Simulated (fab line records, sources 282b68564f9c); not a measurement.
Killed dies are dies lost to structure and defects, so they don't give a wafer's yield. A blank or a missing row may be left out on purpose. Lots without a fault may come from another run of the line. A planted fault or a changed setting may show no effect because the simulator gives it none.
Split-lot experiment | flow rit_cmos | 5 lots, 23 wafers read, on a route of 202 steps

THE SPLIT
At RIT_ACTIVE_OXIDATION_01 (target thk 46.8 nm, ox time 3360 s), the setting ox_time_s was moved away from the recipe's 3360 s on 20 of the 23 wafers read, by -4.3% to +11.8%. The other wafers ran this setting at the recipe's value.

The file shows no step between the split and the reading.

THE READING
ACTIVE_OXIDE_THK, in nm, at RIT_ACTIVE_THK_MEAS_02. Fault-free wafers of this fab line usually give 46.3 nm, standard deviation 0.64 nm.

wafer  | tool, chamber at the split | ox_time_s as run, s | against the recipe | ACTIVE_OXIDE_THK, nm | against lot-mates on the recipe
L077.1 | -, -                       | 3214                | -4.3%              | 45.8                 | no lot-mate on the recipe
L077.3 | -, -                       | 3214                | -4.3%              | 45.7                 | no lot-mate on the recipe
L077.4 | -, -                       | 3214                | -4.3%              | 45.6                 | no lot-mate on the recipe
L077.5 | -, -                       | 3214                | -4.3%              | 45.6                 | no lot-mate on the recipe
L077.6 | -, -                       | 3214                | -4.3%              | 46.1                 | no lot-mate on the recipe
L080.1 | -, -                       | 3723                | +10.8%             | 50.2                 | no lot-mate on the recipe
L080.2 | -, -                       | 3723                | +10.8%             | 49.4                 | no lot-mate on the recipe
L080.4 | -, -                       | 3723                | +10.8%             | 49.7                 | no lot-mate on the recipe
L080.5 | -, -                       | 3723                | +10.8%             | 49.8                 | no lot-mate on the recipe
L080.6 | -, -                       | 3723                | +10.8%             | 49.8                 | no lot-mate on the recipe
L082.1 | furnace-03, 0              | 3360                | recipe             | 46.4                 | -
L082.3 | furnace-03, 0              | 3360                | recipe             | 46.1                 | -
L082.6 | furnace-03, 0              | 3360                | recipe             | 45.5                 | -
L084.1 | -, -                       | 3635                | +8.2%              | 49.1                 | no lot-mate on the recipe
L084.2 | -, -                       | 3635                | +8.2%              | 49.3                 | no lot-mate on the recipe
L084.3 | -, -                       | 3635                | +8.2%              | 49.2                 | no lot-mate on the recipe
L084.4 | -, -                       | 3635                | +8.2%              | 49.2                 | no lot-mate on the recipe
L084.6 | -, -                       | 3635                | +8.2%              | 49.8                 | no lot-mate on the recipe
L085.1 | -, -                       | 3757                | +11.8%             | 49.3                 | no lot-mate on the recipe
L085.3 | -, -                       | 3757                | +11.8%             | 50.7                 | no lot-mate on the recipe
L085.4 | -, -                       | 3757                | +11.8%             | 50.8                 | no lot-mate on the recipe
L085.5 | -, -                       | 3757                | +11.8%             | 50.5                 | no lot-mate on the recipe
L085.6 | -, -                       | 3757                | +11.8%             | 50.1                 | no lot-mate on the recipe

THE FIT
A straight line over all 23 wafers: ACTIVE_OXIDE_THK changes by +0.292 nm for each +1% of ox_time_s; r = +0.97; the points scatter about the line by 0.49 nm.
Too few moved wafers have a lot-mate on the recipe to fit a line with each lot's own level taken away.

THE WHOLE CHAIN: every reading that the file lists as answering this split, in the file's order
step                    | what it does                       | reading                                                                             | change (the file's fit)               | r (the file's)
RIT_ACTIVE_OXIDATION_01 | target thk 46.8 nm, ox time 3360 s | SiO2_of_ACTIVE_OXIDATION_01.thk_nm (the simulator's own value, which no gauge read) | +0.293 nm for each +1% of the setting | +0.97
RIT_ACTIVE_THK_MEAS_02  |                                    | ACTIVE_OXIDE_THK                                                                    | +0.293 for each +1% of the setting    | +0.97

THE FILE'S OWN FIT
ACTIVE_OXIDE_THK changes by +0.293 nm for each +1% of ox_time_s, r = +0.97.
